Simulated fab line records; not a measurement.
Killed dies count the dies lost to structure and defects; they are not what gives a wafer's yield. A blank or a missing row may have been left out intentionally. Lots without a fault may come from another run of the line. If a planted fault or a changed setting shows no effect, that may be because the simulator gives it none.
A lot that was struck, set against a sound lot -- flow berkeley cmos170 -- 16 steps out of a route of 331
Sound: the wafers L270.4, L270.5, L270.6. The struck wafers were L272.1, L272.4, L272.6. The cause is given at the end.
Per side, at each step with rows, come the tool, then ch with its chambers, and then its first start. Under that, the readings that differ: sound wafers -- struck wafers -- difference of the means -- sigmas: that difference in standard deviations of wafers without a fault.
alike: a reading whose means differ by less than 2 such deviations, as well as words and numbers matching on both sides. not compared: withheld readings; readings where some wafer has no value; bounds like >300 that might hide an equal value; numbers whose values overlap and for which the record gives no deviation.
Wherever a step has rows on one side only, a row that says differs or no value, or a row with sigmas, the two part there. Non-overlapping numbers with no deviation appear without sigmas and do not part them. Lack of a reading on every wafer of one side parts them only where that side has two or more wafers.

UCB170_NWELL_THK_MEAS_02:
  sound on film metro-02, day 2 14:35; struck on film metro-04, day 3 07:31
reading,sound,struck,difference,sigmas
NWELL_OXIDE_THK (nm),25.1 24.6 25.3,26.7 26.5 26.4,+1.5,+3
then, 2 steps without rows for these wafers: UCB170_NWELL_ANNEAL_03 (time 900 s); UCB170_NWELL_CVD_04 (deposits Si3N4 from SiH2Cl2/NH3, target thk 224 nm, time 3360 s).
UCB170_NWELL_THK_MEAS_05:
  sound on film metro-03, day 2 22:21; struck on film metro-04, day 3 17:41
  alike: NWELL_NITRIDE_THK
then, 6 steps without rows for these wafers: UCB170_NWELL_HMDS_06 (prime time 60 s); UCB170_NWELL_COAT_07 (resist thk 900 nm); UCB170_NWELL_SOFTBAKE_08 (time 60 s); UCB170_NWELL_EXPOSE_09 (exposes mask NWELL, target cd 3000 nm); UCB170_NWELL_PEB_10; UCB170_NWELL_DEVELOP_11 (develop time 45 s).
UCB170_NWELL_OVL_MEAS_12:
  sound on overlay-02, day 2 23:31; struck on overlay-01, day 3 20:14
  alike: NWELL_OVL
UCB170_NWELL_ETCH_13: etches Si3N4 in CH3F/Ar/O2, stops on SiO2, target depth 246.4 nm, time 154 s.
  sound on rie diel-04 ch 0,3, day 2 23:32; struck on rie diel-01 ch 1,3, day 3 20:16
  alike: drypump motor current A, oes product au, throttle valve pct
  not compared: rf hours counter h
UCB170_NWELL_IMPLANT_14:
  sound on implanter-02 ch 0, day 2 23:43; struck on implanter-04 ch 0, day 3 20:41
  alike: dose ions cm2
UCB170_NWELL_STRIP_15: strips in O2.
  sound on plasma asher-02 ch 0,1, day 2 23:49; struck on plasma asher-03 ch 0,1, day 3 21:01
  alike: drypump motor current A, oes product au, strip time to endpoint s
  not compared: rf hours counter h
UCB170_NWELL_TW_MEAS_16:
  sound on film metro-02, day 2 23:55; struck on film metro-02, day 3 21:07
reading,sound,struck,difference,sigmas
NWELL_TW,1241 1244 1245,1563 1559 1560,+317,+26
then, 1 step without rows for these wafers: UCB170_NWELL_CLEAN_17 (cleans in SPM, time 600 s).

WHERE THEY PART
Last at UCB170_NWELL_TW_MEAS_16 as far as this record goes, first at UCB170_NWELL_THK_MEAS_02.

WHY: the cause the simulator had injected
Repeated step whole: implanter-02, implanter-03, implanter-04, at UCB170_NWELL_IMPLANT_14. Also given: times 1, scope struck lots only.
